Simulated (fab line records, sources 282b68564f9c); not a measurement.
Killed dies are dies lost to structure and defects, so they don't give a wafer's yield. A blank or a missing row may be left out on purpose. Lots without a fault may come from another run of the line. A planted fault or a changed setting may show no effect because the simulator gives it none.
Problem report in the 8D (eight disciplines) form, filled by code | flow rit_cmos | the parts of the form that need people (team, actions taken, sign-off) are left out

1. THE PROBLEM
cd_nm at RIT_GATE_CD_MEAS_16 reads a mean of 72 nm on 9 wafers of 3 lots; wafers without a fault read 151 nm with a standard deviation of 3.1. That is -26 standard deviations from the usual mean.
The step: target cd 150 nm.
First seen on wafer L678.3, day 4 00:49, on cd_sem-02. The record holds 45 wafers of 15 lots with a number at this step. Rule for "out", or "out of limits": more than 4 standard deviations from the usual mean. The other wafers with a number count as sound.

2. WHAT IT IS AND WHAT IT IS NOT
question                    | is                     | is not
which readings at this step | cd_nm                  | -
which lots                  | L678, L679, L681       | L671, L672, L673, L674, L675, L683, L685, L686, L689, L690, L693, L694
which wafers of those lots  | all that have a number | -
read on which gauges        | cd_sem-02              | cd_sem-01
when                        | from day 4 00:49       | up to then (15 sound wafers); but 21 sound wafers of L683, L685, L686, L689, L690, L693, L694 came after

3. SUSPECTS, AND WHAT RULES EACH OUT
Counting: a tool at a process step up to the reading stays a suspect if it ran every lot that is out and no sound lot after the first of them.
- the gauge at RIT_GATE_CD_MEAS_16: ruled out. All the wafers that are out were read on cd_sem-02, but those of them that RIT_M1_PROBE_99 has rows for are out there too, on other tools.
- litho_track-04 at RIT_GATE_COAT_11 (resist thk 850 nm): ruled out as a lasting fault. Sound lots L693 ran on it after its first lot that is out, L678 (day 4 00:08).
Left after counting: nothing in the record.

4. THE CAUSE (what the simulator had put in)
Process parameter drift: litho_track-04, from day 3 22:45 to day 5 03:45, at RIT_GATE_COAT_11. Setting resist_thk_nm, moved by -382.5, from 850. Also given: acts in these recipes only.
Counting ruled it out, wrongly: the rule takes a fault to strike every lot that its tool runs from its start on, and this one did not.

5. THE CHAIN OF EFFECTS, in route order
Each row: a reading whose mean over the struck wafers that have a number lies more than 3 standard deviations from the usual. Only readings for which the record gives a usual standard deviation are gone through. hours: the time from each lot's start at the first step in this table that gives one to its start at this step, as a median over the lots. sigmas: the change in usual standard deviations.
hours | step                | reading             | usual  | on struck wafers | change | sigmas
0     | RIT_GATE_CD_MEAS_16 | cd_nm               | 151 nm | 72               | -79    | -26
22    | RIT_M1_PROBE_99     | killed_at_front_end | 7      | 264              | +257   | +80
22    | RIT_M1_PROBE_99     | killed_dies         | 7      | 264              | +257   | +80
22    | RIT_M1_PROBE_99     | killed_on_rim       | 2.1    | 70.0             | +67.9  | +45
The process steps in it:
- RIT_M1_PROBE_99

6. WHAT WOULD HAVE CAUGHT IT SOONER
In this record the first reading out of limits at a measuring or inspecting step was taken at day 4 00:49, 2 hours after the fault began at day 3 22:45.
Of the tool readings at RIT_GATE_COAT_11 for which the record gives a usual standard deviation, none was out on any struck wafer, so an alarm limit of 4 standard deviations on them would not have fired.
